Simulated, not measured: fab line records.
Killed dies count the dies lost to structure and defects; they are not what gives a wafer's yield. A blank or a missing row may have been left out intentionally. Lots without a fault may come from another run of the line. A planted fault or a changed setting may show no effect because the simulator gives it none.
Code-filled problem report in 8D (eight disciplines) form | flow berkeley cmos170 | the parts of the form that need people (team, actions taken, sign-off) are left out

## 1. THE ISSUE
Wafers free of any fault read 0.0482 ohm/sq (standard deviation 0.00053) for M1_AL_RS at UCB170_M1_RS_MEAS_01, against a mean of 0.0428 ohm/sq on 6 wafers of 2 lots. Measured from the usual mean, that is -10 standard deviations.
The step: measures by four-point-probe.
Earliest sighting: wafer L269.1 on film metro-04 at day 11 14:54. The record holds 42 wafers of 14 lots with a number at this step. Rule for "out", or "out of limits": more than 4 standard deviations from the usual mean. The rest of the wafers with a number are treated as sound.

## 2. WHAT IT IS, WHAT IT ISN'T
question                    | is                           | is not
which readings at this step | M1_AL_RS                     | -
which lots                  | L269, L270                   | L256, L257, L259, L260, L261, L262, L263, L264, L265, L266, L268, L271
which wafers of those lots  | all that have a number       | -
read on which gauges        | film metro-02, film metro-04 | film metro-01
when                        | from day 11 14:54            | up to then (33 sound wafers); but 3 sound wafers of L271 came after

## 3. WHAT RULES OUT EACH SUSPECT
Counting: a tool at any process step up to the reading remains a suspect when it ran all the lots that are out and ran no sound lot after the first of those.
- the gauge at UCB170_M1_RS_MEAS_01 has been ruled out. 2 gauges (film metro-02, film metro-04) read the wafers that are out.
- rie diel-01 at UCB170_CONTACT_ETCH_17 (etches BARC in N2/H2): kept. It processed each lot that is out, first L269 at day 11 14:16, and no sound lot thereafter; up to then, the last sound lot it processed was L268 at day 11 11:02.
- rie diel-01 at UCB170_CONTACT_ETCH_18 (etches PSG in CHF3/CF4/Ar, stops on TiSi2, target depth 840 nm, time 195 s): kept. It processed each lot that is out, first L269 at day 11 14:50, and no sound lot thereafter; up to then, the last sound lot it processed was L268 at day 11 11:46. Because UCB170_CONTACT_ETCH_18 lacks a start for some lots, the hours and order of its lots are taken from UCB170_M1_SPUTTER_00.
- pvd sputter-04 at UCB170_M1_SPUTTER_00 (material Al, target thk 600 nm, time 80 s): kept. It processed each lot that is out, first L269 at day 11 14:50, and no sound lot thereafter; up to then, the last sound lot it processed was L268 at day 11 11:46.
rie diel-01 at UCB170_CONTACT_ETCH_17, rie diel-01 at UCB170_CONTACT_ETCH_18 and pvd sputter-04 at UCB170_M1_SPUTTER_00 are what is left after counting.

## 4. THE CAUSE (what the simulator had put in)
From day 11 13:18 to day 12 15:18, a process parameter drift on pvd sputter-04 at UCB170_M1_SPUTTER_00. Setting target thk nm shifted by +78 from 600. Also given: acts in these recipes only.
Counting left 3 suspects, and this tool is among them.

## 5. SEQUENCE OF EFFECTS, ordered by route
Each row: a reading whose mean over the struck wafers that have a number lies more than 3 standard deviations from the usual. Scope: only readings with a usual standard deviation given in the record; hours: median across lots of the time from each lot's start at the first step in this table that gives one to its start at this step; sigmas: change in usual standard deviations.
hours | step                    | reading        | usual         | on struck wafers | change  | sigmas
0     | UCB170_M1_RS_MEAS_01    | M1_AL_RS       | 0.0482 ohm/sq | 0.0428           | -0.0054 | -10
0     | UCB170_M1_THK_MEAS_02   | M1_AL_THK      | 606 nm        | 681              | +75     | +9.4
2     | UCB170_M1_METAL_ETCH_12 | oes product au | 0.855 a.u.    | 0.919            | +0.064  | +4.9
Its process steps:
- UCB170_M1_METAL_ETCH_12: etches Al in Cl2/BCl3, stops on PSG, target depth 780 nm, time 130 s.

## 6. WHAT WOULD HAVE CAUGHT IT SOONER
In this record the first reading out of limits at a measuring or inspecting step was taken at day 11 14:54, 2 hours after the fault began at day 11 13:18.
No tool reading at UCB170_M1_SPUTTER_00 that has a usual standard deviation in the record was out on any struck wafer, so an alarm limit of 4 standard deviations on those readings would not have fired.
Of the lots that are out (2), L270 began UCB170_M1_SPUTTER_00 on pvd sputter-04 after day 11 14:54. It would have been spared by a hold on the tool at that moment.
